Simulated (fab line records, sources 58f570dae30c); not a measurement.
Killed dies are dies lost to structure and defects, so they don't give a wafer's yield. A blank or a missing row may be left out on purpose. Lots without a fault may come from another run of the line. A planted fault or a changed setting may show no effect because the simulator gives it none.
Which tool did it? | flow berkeley_cmos170 | 14 lots, 42 wafers sampled, at 1 step of a route of 331

WHAT THE GAUGES READ, wafer by wafer
The record holds no reading of a measuring or inspecting step that can be judged against a usual standard deviation.

WHICH TOOL RAN EACH LOT (tool, then ch and the chambers of the sampled wafers, then the start)
lot  | UCB170_PFIELD_IMPLANT_07
L503 | implanter-04 ch 0, day 5 14:16
L504 | implanter-04 ch 0, day 5 21:37
L506 | implanter-01 ch 0, day 6 04:48
L508 | implanter-03 ch 0, day 6 04:48
L509 | implanter-01 ch 0, day 6 05:04
L507 | implanter-03 ch 0, day 6 05:22
L510 | implanter-03 ch 0, day 6 22:26
L511 | implanter-01 ch 0, day 6 23:08
L512 | implanter-04 ch 0, day 7 09:58
L516 | implanter-03 ch 0, day 7 10:16
L518 | implanter-01 ch 0, day 7 18:43
L521 | implanter-01 ch 0, day 8 08:59
L520 | implanter-01 ch 0, day 8 09:48
L526 | implanter-03 ch 0, day 9 23:03
- UCB170_PFIELD_IMPLANT_07

WHAT THE TOOLS THEMSELVES READ (means of the sampled wafers that have a number; where no wafer has one, the mark that the record gives instead)
UCB170_PFIELD_IMPLANT_07. Usual: dose_ions_cm2 2e+13, standard deviation 2e+10.
lot  | tool         | dose_ions_cm2 | flag
L503 | implanter-04 | 2e+13         |
L504 | implanter-04 | 2e+13         |
L506 | implanter-01 | 2e+13         |
L508 | implanter-03 | 2e+13         |
L509 | implanter-01 | 2e+13         |
L507 | implanter-03 | 2e+13         |
L510 | implanter-03 | 2e+13         |
L511 | implanter-01 | 2e+13         |
L512 | implanter-04 | 2e+13         |
L516 | implanter-03 | 2e+13         |
L518 | implanter-01 | 2e+13         |
L521 | implanter-01 | 2e+13         |
L520 | implanter-01 | 2e+13         |
L526 | implanter-03 | 2e+13         |

THE ANSWER, worked out from the rows above alone
Rule: a lot is off if the mean of its wafers that have a number lies more than 3 standard deviations from the usual mean. A lot without any number at a reading at which 4 lots or more have one is off too. The other lots that the step has rows for count as sound. The gauges are gone through in route order, then the tools' own readings, and for those a lot's mean is taken as printed above. The first step at which some lot is off is used, and at that step the reading that is off furthest; a lot without a number counts as furthest.
No lot is off at any reading shown: from this, nothing can be told.

WHAT THE SIMULATOR HAD PUT IN
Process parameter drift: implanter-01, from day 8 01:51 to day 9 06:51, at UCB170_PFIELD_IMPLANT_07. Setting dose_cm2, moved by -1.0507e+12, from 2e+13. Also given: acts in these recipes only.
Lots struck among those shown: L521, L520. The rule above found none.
